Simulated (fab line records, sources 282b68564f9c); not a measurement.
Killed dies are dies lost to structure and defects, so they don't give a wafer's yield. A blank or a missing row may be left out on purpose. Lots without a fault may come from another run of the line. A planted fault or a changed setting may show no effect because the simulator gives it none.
fab line records | flow rit_cmos
record lots=14 wafers=42 last_day=8
route steps=202 shown PRETRO@72
lots that met no fault: from a run of the same line without faults
start_h: hours from the record's first day to the start of the lot's first wafer shown | wait_h: hours since the lot's step before | " the same as in the row above | L1.1+2: a row that stands for several wafers | - no value, or no start given | * or withheld: withheld | < > ~ a bound
route shown NAME@n: a module of which the file shows steps, and the number in the route of the first | usual: mean/standard deviation of fault-free wafers | same: alike in all rows | chamber/n: place in a boat | sites: the reading at each site | _std_site: their standard deviation | _edge_site: outer sites' mean less inner sites' | radius_mm: how far each site lies from the wafer's centre | mask NAME#n: copy n | behind: the tool/chamber that last shaped the wafer | hold: why the lot was held/for how many hours/how that ended | device: the transistor (n, p or np) that didn't switch | end of line: the same wafers' tests at the end of the route | a step without rows: its recipe alone | killed: dies lost to structure and defects at the first sort, not the wafer's yield | map: a wafer's dies, x killed, . not, _ none there
set.NAME: the setting as run; set.NAME@STEP: as run at that earlier step | model.NAME: the simulator's own value behind a step, which no gauge read
steps of the route over a sample of lots; a table a step, a row a wafer
services: from which hour (start_h, from the record's first day; less than 0 if before it) a tool's chamber was out of use, for how many hours, and why
## steps
# step RIT_PRETRO_IMPLANT_08
# recipe species=B energy_kev=45 dose_cm2=1.216e+13 tilt_deg=7
# usual beam_energy_keV=45.003/0.014 end_station_pressure_torr=5.05e-06/2.6e-07
# columns lot.wafer tool chamber start_h wait_h beam_energy_keV end_station_pressure_torr
L261.2 implanter-02 0 35.73 0.2 45.025 4.9e-06
L261.5 " 0 " " 45.019 5.05e-06
L261.6 " 0 " " 45.006 4.59e-06
L262.1 implanter-02 0 42.42 0.2 44.994 5.02e-06
L262.3 " 0 " " 45.023 4.87e-06
L262.4 " 0 " " 45.001 5.08e-06
L263.3 implanter-03 0 44.98 0.2 44.998 5.36e-06
L263.5 " 0 " " 45.009 5.02e-06
L263.6 " 0 " " 44.989 5.18e-06
L264.2 implanter-02 0 48.40 0.2 44.979 4.81e-06
L264.5 " 0 " " 45.027 5.12e-06
L264.6 " 0 " " 44.999 5.07e-06
L266.1 implanter-03 0 61.49 0.2 45.041 5.09e-06
L266.3 " 0 " " 45.008 5.17e-06
L266.5 " 0 " " 45.027 5.09e-06
L269.1 implanter-02 0 80.09 0.2 44.973 5.3e-06
L269.5 " 0 " " 45.019 4.76e-06
L269.6 " 0 " " 44.992 5.32e-06
L271.2 implanter-01 0 87.32 0.2 44.997 4.98e-06
L271.5 " 0 " " 45.005 5.31e-06
L271.6 " 0 " " 45.016 5.05e-06
L272.2 implanter-02 0 91.99 0.2 44.992 4.93e-06
L272.3 " 0 " " 45.008 5.53e-06
L272.6 " 0 " " 44.997 5.04e-06
L273.3 implanter-01 0 93.20 0.2 44.998 5.14e-06
L273.4 " 0 " " 45.027 5.18e-06
L273.5 " 0 " " 45.005 5.02e-06
L274.2 implanter-01 0 98.62 0.2 45.000 5.15e-06
L274.3 " 0 " " 44.984 5.32e-06
L274.5 " 0 " " 45.010 5.22e-06
L279.2 implanter-02 0 127.09 0.2 29.262 5.51e-06
L279.5 " 0 " " 29.260 5.02e-06
L279.6 " 0 " " 29.247 5.16e-06
L280.2 implanter-02 0 131.29 0.2 29.290 5.23e-06
L280.5 " 0 " " 29.242 5.56e-06
L280.6 " 0 " " 29.246 4.64e-06
L282.4 implanter-01 0 147.35 0.2 45.000 5.39e-06
L282.5 " 0 " " 45.003 5.3e-06
L282.6 " 0 " " 44.994 5.11e-06
L284.2 implanter-03 0 161.16 0.2 45.004 4.66e-06
L284.3 " 0 " " 45.016 5.28e-06
L284.5 " 0 " " 44.996 5.24e-06
# step RIT_PRETRO_TW_MEAS_10
# usual PRETRO_TW=482.6/2.9
# columns lot.wafer tool chamber start_h wait_h PRETRO_TW
L261.2 film_metro-02 - 36.04 0.1 480.3
L261.5 " - " " 483.5
L261.6 " - " " 483.0
L262.1 film_metro-04 - 42.74 0.1 481.0
L262.3 " - " " 482.7
L262.4 " - " " 484.5
L263.3 film_metro-04 - 45.28 0.1 482.4
L263.5 " - " " 482.6
L263.6 " - " " 483.3
L264.2 film_metro-02 - 48.71 0.1 483.7
L264.5 " - " " 484.7
L264.6 " - " " 482.7
L266.1 film_metro-03 - 61.81 0.1 483.8
L266.3 " - " " 486.2
L266.5 " - " " 484.4
L269.1 film_metro-02 - 80.42 0.1 478.8
L269.5 " - " " 481.5
L269.6 " - " " 478.4
L271.2 film_metro-03 - 87.63 0.1 487.7
L271.5 " - " " 486.7
L271.6 " - " " 483.6
L272.2 film_metro-03 - 92.30 0.1 486.0
L272.3 " - " " 485.4
L272.6 " - " " 487.0
L273.3 film_metro-03 - 93.50 0.1 487.0
L273.4 " - " " 488.7
L273.5 " - " " 484.6
L274.2 film_metro-04 - 98.93 0.1 480.5
L274.3 " - " " 482.3
L274.5 " - " " 478.6
L279.2 film_metro-04 - 127.40 0.1 449.6
L279.5 " - " " 448.8
L279.6 " - " " 449.8
L280.2 film_metro-03 - 131.60 0.1 445.1
L280.5 " - " " 443.0
L280.6 " - " " 447.0
L282.4 film_metro-04 - 147.63 0.1 480.7
L282.5 " - " " 482.8
L282.6 " - " " 482.6
L284.2 film_metro-04 - 161.47 0.1 481.4
L284.3 " - " " 483.6
L284.5 " - " " 480.7
## services
# columns tool chamber start_h hours kind
implanter-01 - 22.32 3.6 pm
implanter-03 - 122.56 1.8 repair
implanter-02 - 143.38 1.5 repair
## key
first_sign step=RIT_PRETRO_IMPLANT_08 reading=beam_energy_keV direction=down sigmas=99+ usual=45.003 struck=29.258
effect step=RIT_PRETRO_TW_MEAS_10 reading=PRETRO_TW direction=down sigmas=12 usual=482.6 struck=447.2
met_at RIT_PRETRO_IMPLANT_08
struck_lots L279,L280
tester_left_out L279,L280
onset_between 91.99 127.09
fault kind=process_parameter_drift tool=implanter-02 chamber=- onset_h=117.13 steps=RIT_PRETRO_IMPLANT_08 channel=energy_kev offset=-15.75 shape=step end_h=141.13 acts_in=these_recipes_only stated=45
# tester_left_out: of these lots the tester's yield and bins aren't shown, on N5 and GAA mostly nor the transistor test; their killed dies are dies lost to structure and defects alone, not to doping, threshold or leakage, so they don't give the yield
